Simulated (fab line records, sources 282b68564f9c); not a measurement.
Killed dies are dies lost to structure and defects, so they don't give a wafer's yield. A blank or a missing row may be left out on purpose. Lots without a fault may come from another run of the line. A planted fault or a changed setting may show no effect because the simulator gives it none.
Problem report in the 8D (eight disciplines) form, filled by code | flow rit_cmos | the parts of the form that need people (team, actions taken, sign-off) are left out

1. THE PROBLEM
run_length_s at RIT_M1_METAL_ETCH_12 reads a mean of 151.8 s on 4 wafers of 2 lots; wafers without a fault read 193.2 s with a standard deviation of 0.44. That is -94 standard deviations from the usual mean.
The step: etches Al in Cl2/BCl3, stops on SiO2, time 165 s, target depth 600 nm.
First seen on wafer L838.4, day 5 19:39, on rie_metal-04. The record holds 42 wafers of 14 lots with a number at this step. Rule for "out", or "out of limits": more than 4 standard deviations from the usual mean. The other wafers with a number count as sound.

2. WHAT IT IS AND WHAT IT IS NOT
question                    | is                             | is not
which readings at this step | run_length_s, oes_product_au   | drypump_motor_current_A, throttle_valve_pct
which lots                  | L838, L841                     | L827, L828, L829, L830, L831, L832, L833, L842, L843, L847, L849, L850
which wafers of those lots  | L838.4, L838.6, L841.3, L841.5 | L838.3, L841.6
read on which tools         | rie_metal-04                   | rie_metal-01, rie_metal-02
when                        | from day 5 19:39               | up to then (22 sound wafers); but 16 sound wafers of L841, L842, L843, L847, L849, L850 came after

3. SUSPECTS, AND WHAT RULES EACH OUT
Counting: a tool at a process step up to the reading stays a suspect if it ran every lot that is out. Sound lots after the first of them don't rule it out here, since some wafers of a struck lot are sound.
- rie_metal-04 at RIT_M1_METAL_ETCH_12 (etches Al in Cl2/BCl3, stops on SiO2, time 165 s, target depth 600 nm): kept. It ran every lot that is out, first L838 (day 5 19:39); its last sound lot up to then is L831 (day 4 14:24). Its own readings are out on those wafers: oes_product_au, run_length_s.
- Within rie_metal-04 at RIT_M1_METAL_ETCH_12: the wafers that are out ran in chamber 1; their sound lot-mates ran in chamber 0.
Left after counting: rie_metal-04 at RIT_M1_METAL_ETCH_12.

4. THE CAUSE (what the simulator had put in)
Process parameter drift: rie_metal-04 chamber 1, from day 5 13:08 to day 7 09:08, at RIT_M1_METAL_ETCH_12. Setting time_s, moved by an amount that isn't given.
Counting left only this tool.

5. THE CHAIN OF EFFECTS, in route order
Each row: a reading whose mean over the struck wafers that have a number lies more than 3 standard deviations from the usual. Only readings for which the record gives a usual standard deviation are gone through. hours: the time from each lot's start at the first step in this table that gives one to its start at this step, as a median over the lots. sigmas: the change in usual standard deviations.
hours | step                 | reading        | usual      | on struck wafers | change | sigmas
0     | RIT_M1_METAL_ETCH_12 | oes_product_au | 0.775 a.u. | 0.987            | +0.212 | +19
0     | RIT_M1_METAL_ETCH_12 | run_length_s   | 193.2 s    | 151.8            | -41.4  | -94
The process steps in it:
- RIT_M1_METAL_ETCH_12: etches Al in Cl2/BCl3, stops on SiO2, time 165 s, target depth 600 nm.
Later measuring or inspecting steps at which every struck wafer that the step has a row for has a number for every such reading, and none has moved that far: RIT_M1_CD_MEAS_90.

6. WHAT WOULD HAVE CAUGHT IT SOONER
In this record the first reading out of limits was taken at day 5 19:39, 7 hours after the fault began at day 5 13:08.
